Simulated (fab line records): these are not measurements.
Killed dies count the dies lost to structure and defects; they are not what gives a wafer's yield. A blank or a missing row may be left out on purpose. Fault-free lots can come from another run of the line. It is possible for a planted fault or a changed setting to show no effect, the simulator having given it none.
Problem report, 8D (eight disciplines) form, completed by code    flow berkeley_cmos170    the parts of the form that need people (team, actions taken, sign-off) are left out

## 1. THE ISSUE
chamber_pressure_mTorr at UCB170_V1_STRIP_15 reads a mean of 4201 mTorr on 3 wafers of 2 lots; wafers without a fault read 3500 mTorr with a standard deviation of 3.2. That is +99 or more standard deviations from the usual mean.
The step: strips in O2.
First seen on wafer L481.2, day 11 05:48, on plasma_asher-04. At this step, 42 wafers from 14 lots have a number in the record. By rule, "out" or "out of limits" means more than 4 standard deviations away from the usual mean. The rest of the wafers with a number are treated as sound.

## 2. WHAT THIS IS AND IS NOT
question                     is                      is not
which readings at this step  chamber_pressure_mTorr  drypump_motor_current_A, oes_product_au, strip_time_to_endpoint_s
which lots                   L481, L483              L467, L468, L470, L471, L472, L474, L478, L484, L485, L486, L488, L489
which wafers of those lots   L481.2, L481.4, L483.5  L481.6, L483.1, L483.4
read on which tools          plasma_asher-04         plasma_asher-01, plasma_asher-02
when                         from day 11 05:48       up to then (25 sound wafers); but 14 sound wafers of L483, L484, L485, L488, L489 came after

## 3. SUSPECTS, AND WHAT RULES EACH OUT
Counting: if a tool at a process step up to the reading ran every lot that is out, it stays a suspect. Sound lots after the first of them don't rule it out here, since some wafers of a struck lot are sound.
- plasma_asher-04 at UCB170_V1_STRIP_15 (strips in O2): kept. It processed each lot that is out (first: L481, day 11 05:48); up to then, its last sound lot is L474 (day 8 23:03). Its own readings are out on those wafers: chamber_pressure_mTorr.
- Within plasma_asher-04 at UCB170_V1_STRIP_15: the wafers that are out ran in chamber 0; their sound lot-mates ran in chamber 1.
Left after counting: plasma_asher-04 at UCB170_V1_STRIP_15.

## 4. THE CAUSE (what the simulator had put in)
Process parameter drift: plasma_asher-04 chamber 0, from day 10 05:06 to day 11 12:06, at UCB170_V1_STRIP_15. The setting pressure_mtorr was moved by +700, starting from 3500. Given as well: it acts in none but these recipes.
Counting left only this tool.

## 5. THE CHAIN OF EFFECTS, in route order
Each row: a reading where the mean over the struck wafers with a number is more than 3 standard deviations away from the usual. Readings are gone through only where the record gives a usual standard deviation; hours: the median, over the lots, of the time from a lot's start at the first step in this table giving one to that lot's start at this step; sigmas: the change measured in usual standard deviations.
hours  step                reading                 usual       on struck wafers  change  sigmas
0      UCB170_V1_STRIP_15  chamber_pressure_mTorr  3500 mTorr  4201              +701    +99 or more
Its process steps:
- UCB170_V1_STRIP_15: strips in O2.

## 6. HOW IT WOULD HAVE BEEN CAUGHT EARLIER
25 hours passed between the start of the fault at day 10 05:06 and the first reading out of limits in this record, taken at day 11 05:48.
